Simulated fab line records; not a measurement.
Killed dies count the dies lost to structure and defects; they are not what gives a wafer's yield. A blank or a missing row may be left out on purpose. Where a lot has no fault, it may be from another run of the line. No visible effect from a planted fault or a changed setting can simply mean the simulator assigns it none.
What tool caused it? :: flow rit cmos :: 14 lots with 42 wafers sampled at 2 steps, on a route of 202 steps

## WHAT THE GAUGES SHOWED, per wafer
No reading from a measuring or inspecting step in the record can be judged against a usual standard deviation.

## WHAT TOOL EACH LOT RAN ON (gives the tool, then ch and the chambers of the sampled wafers, and finally the start)
lot: L289
RIT_M1_METAL_ETCH_12: rie metal-01 ch 0,1, day 3 18:09
RIT_M1_PROBE_99: -

lot: L291
RIT_M1_METAL_ETCH_12: rie metal-04 ch 0,1, day 4 03:16
RIT_M1_PROBE_99: -

lot: L292
RIT_M1_METAL_ETCH_12: rie metal-01 ch 0,1, day 4 06:02
RIT_M1_PROBE_99: prober-01, day 4 08:20

lot: L293
RIT_M1_METAL_ETCH_12: rie metal-03 ch 1, day 4 13:13
RIT_M1_PROBE_99: -

lot: L294
RIT_M1_METAL_ETCH_12: rie metal-04 ch 0,1, day 4 23:22
RIT_M1_PROBE_99: -

lot: L296
RIT_M1_METAL_ETCH_12: rie metal-03 ch 0,1, day 5 07:40
RIT_M1_PROBE_99: -

lot: L297
RIT_M1_METAL_ETCH_12: rie metal-04 ch 1, day 5 12:15
RIT_M1_PROBE_99: prober-02, day 5 14:33

lot: L299
RIT_M1_METAL_ETCH_12: rie metal-03 ch 0,1, day 6 07:05
RIT_M1_PROBE_99: -

lot: L301
RIT_M1_METAL_ETCH_12: rie metal-01 ch 0,1, day 6 19:23
RIT_M1_PROBE_99: -

lot: L302
RIT_M1_METAL_ETCH_12: rie metal-03 ch 0,1, day 7 04:53
RIT_M1_PROBE_99: -

lot: L303
RIT_M1_METAL_ETCH_12: rie metal-01 ch 0,1, day 7 06:34
RIT_M1_PROBE_99: prober-02, day 7 08:52

lot: L305
RIT_M1_METAL_ETCH_12: rie metal-04 ch 0,1, day 7 20:20
RIT_M1_PROBE_99: prober-02, day 7 22:36

lot: L307
RIT_M1_METAL_ETCH_12: rie metal-01 ch 1, day 7 20:35
RIT_M1_PROBE_99: prober-01, day 8 00:06

lot: L308
RIT_M1_METAL_ETCH_12: rie metal-01 ch 1, day 8 07:12
RIT_M1_PROBE_99: prober-02, day 8 09:30
- RIT_M1_METAL_ETCH_12: etches Al in Cl2/BCl3, stops on SiO2, time 165 s, target depth 600 nm.
- RIT_M1_PROBE_99

## WHAT THE TOOLS THEMSELVES READ (means of the sampled wafers that have a number; where no wafer has one, the mark that the record gives instead)
RIT_M1_METAL_ETCH_12.
lot: L289
tool: rie metal-01
drypump motor current A (A): 6.1
he backside leak sccm (sccm): 3.31
oes product au (a.u.): 0.763
throttle valve pct (%): 8.29

lot: L291
tool: rie metal-04
drypump motor current A (A): 5.8
he backside leak sccm (sccm): 3.44
oes product au (a.u.): 0.772
throttle valve pct (%): 8.35

lot: L292
tool: rie metal-01
drypump motor current A (A): 6.3
he backside leak sccm (sccm): 3.35
oes product au (a.u.): 0.759
throttle valve pct (%): 8.29

lot: L293
tool: rie metal-03
drypump motor current A (A): 5.5
he backside leak sccm (sccm): 3.03
oes product au (a.u.): 0.767
throttle valve pct (%): 8.28

lot: L294
tool: rie metal-04
drypump motor current A (A): 5.8
he backside leak sccm (sccm): 3.37
oes product au (a.u.): 0.769
throttle valve pct (%): 8.35

lot: L296
tool: rie metal-03
drypump motor current A (A): 5.6
he backside leak sccm (sccm): 3.15
oes product au (a.u.): 0.766
throttle valve pct (%): 8.30

lot: L297
tool: rie metal-04
drypump motor current A (A): 5.9
he backside leak sccm (sccm): 3.32
oes product au (a.u.): 0.761
throttle valve pct (%): 8.32

lot: L299
tool: rie metal-03
drypump motor current A (A): 5.7
he backside leak sccm (sccm): 3.04
oes product au (a.u.): 0.774
throttle valve pct (%): 8.33

lot: L301
tool: rie metal-01
drypump motor current A (A): 6.1
he backside leak sccm (sccm): 3.38
oes product au (a.u.): 0.756
throttle valve pct (%): 8.29

lot: L302
tool: rie metal-03
drypump motor current A (A): 5.7
he backside leak sccm (sccm): 3.18
oes product au (a.u.): 0.771
throttle valve pct (%): 8.34

lot: L303
tool: rie metal-01
drypump motor current A (A): 6.1
he backside leak sccm (sccm): 3.19
oes product au (a.u.): 0.755
throttle valve pct (%): 8.28

lot: L305
tool: rie metal-04
drypump motor current A (A): 5.6
he backside leak sccm (sccm): 3.52
oes product au (a.u.): 0.776
throttle valve pct (%): 8.37

lot: L307
tool: rie metal-01
drypump motor current A (A): 6.0
he backside leak sccm (sccm): 3.30
oes product au (a.u.): 0.655
throttle valve pct (%): 8.31

lot: L308
tool: rie metal-01
drypump motor current A (A): 6.0
he backside leak sccm (sccm): 3.28
oes product au (a.u.): 0.661
throttle valve pct (%): 8.31

RIT_M1_PROBE_99.
lot: L292
tool: prober-01
defect limited yield (%): 97.6
killed at contacts: 0.0
killed at front end: 6.3
killed dies: 6.3
killed open: 3.0
killed short: 3.3
sort_bin_3_pad_short (%): 0.1
sort_bin_5_function (%): 1.1
sort_bin_6_memory (%): 1.2
sort n pass: 257.7
sort yield pct (%): 97.6

lot: L297
tool: prober-02
defect limited yield (%): 98.0
killed at contacts: 0.0
killed at front end: 5.3
killed dies: 5.3
killed open: 1.7
killed short: 2.3
sort_bin_3_pad_short (%): 0.0
sort_bin_5_function (%): 1.2
sort_bin_6_memory (%): 0.9
sort n pass: 258.7
sort yield pct (%): 98.0

lot: L303
tool: prober-02
defect limited yield (%): 96.8
killed at contacts: 0.0
killed at front end: 8.3
killed dies: 8.3
killed open: 4.0
killed short: 3.7
sort_bin_3_pad_short (%): 0.1
sort_bin_5_function (%): 2.3
sort_bin_6_memory (%): 0.8
sort n pass: 255.7
sort yield pct (%): 96.8

lot: L305
tool: prober-02
defect limited yield (%): 98.2
killed at contacts: 0.0
killed at front end: 4.7
killed dies: 4.7
killed open: 2.7
killed short: 2.0
sort_bin_3_pad_short (%): 0.1
sort_bin_5_function (%): 1.0
sort_bin_6_memory (%): 0.6
sort n pass: 259.3
sort yield pct (%): 98.2

lot: L307
tool: prober-01
defect limited yield (%): 97.8
killed at contacts: 0.0
killed at front end: 5.7
killed dies: 5.7
killed open: 2.7
killed short: 3.0
sort_bin_3_pad_short (%): 0.1
sort_bin_5_function (%): 1.4
sort_bin_6_memory (%): 0.6
sort n pass: 258.3
sort yield pct (%): 97.8

lot: L308
tool: prober-02
defect limited yield (%): 96.1
killed at contacts: 0.0
killed at front end: 10.3
killed dies: 10.3
killed open: 5.3
killed short: 5.0
sort_bin_3_pad_short (%): 0.1
sort_bin_5_function (%): 2.3
sort_bin_6_memory (%): 1.5
sort n pass: 253.7
sort yield pct (%): 96.1

## THE ANSWER, worked out from the rows above alone
Rule: what is usual is taken from the lots themselves. Put in order of their means at a reading, lots are off if they are a third of the lots or fewer, leave a main group of 4 or more, and stand apart from it by a gap of 3 or more times the standard deviation of the main group's means; of several such gaps the widest counts. A main group is skipped when, at the precision printed for the reading in the tables above, its means are all equal. Also off: a lot with no number at a reading for which 4 or more lots have one. The other lots that the step has rows for count as sound. The gauges are gone through in route order, then the tools' own readings, and for those a lot's mean is taken as printed above. At the first step where some lot is off, the reading lying furthest off is the one used; lots without a number count as furthest.
Off: L307, L308, at RIT_M1_METAL_ETCH_12 (oes product au). The main group: mean 0.766 a.u., standard deviation 0.0067.
If a tool, at that step or one of the process steps before it, ran each lot that is off and ran no sound lot following the first of them, it fits. One fits: RIT_M1_METAL_ETCH_12 on rie metal-01. A fault onset in the window from L303 (day 7 06:34, its last sound lot) to L307 (day 7 20:35, its first lot off) fits.
The tool's own readings at RIT_M1_METAL_ETCH_12 bear it out: on the lots that are off they differ by more than 5 times the standard deviation of the sound lots' means. oes product au reads 0.658 a.u. there against 0.766 a.u. on the sound lots.

## WHAT THE SIMULATOR HAD PUT IN
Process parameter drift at RIT_M1_METAL_ETCH_12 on rie metal-01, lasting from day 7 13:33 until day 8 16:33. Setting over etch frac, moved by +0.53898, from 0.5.
Lots struck among those shown: L307, L308. The rule given above showed the same thing.
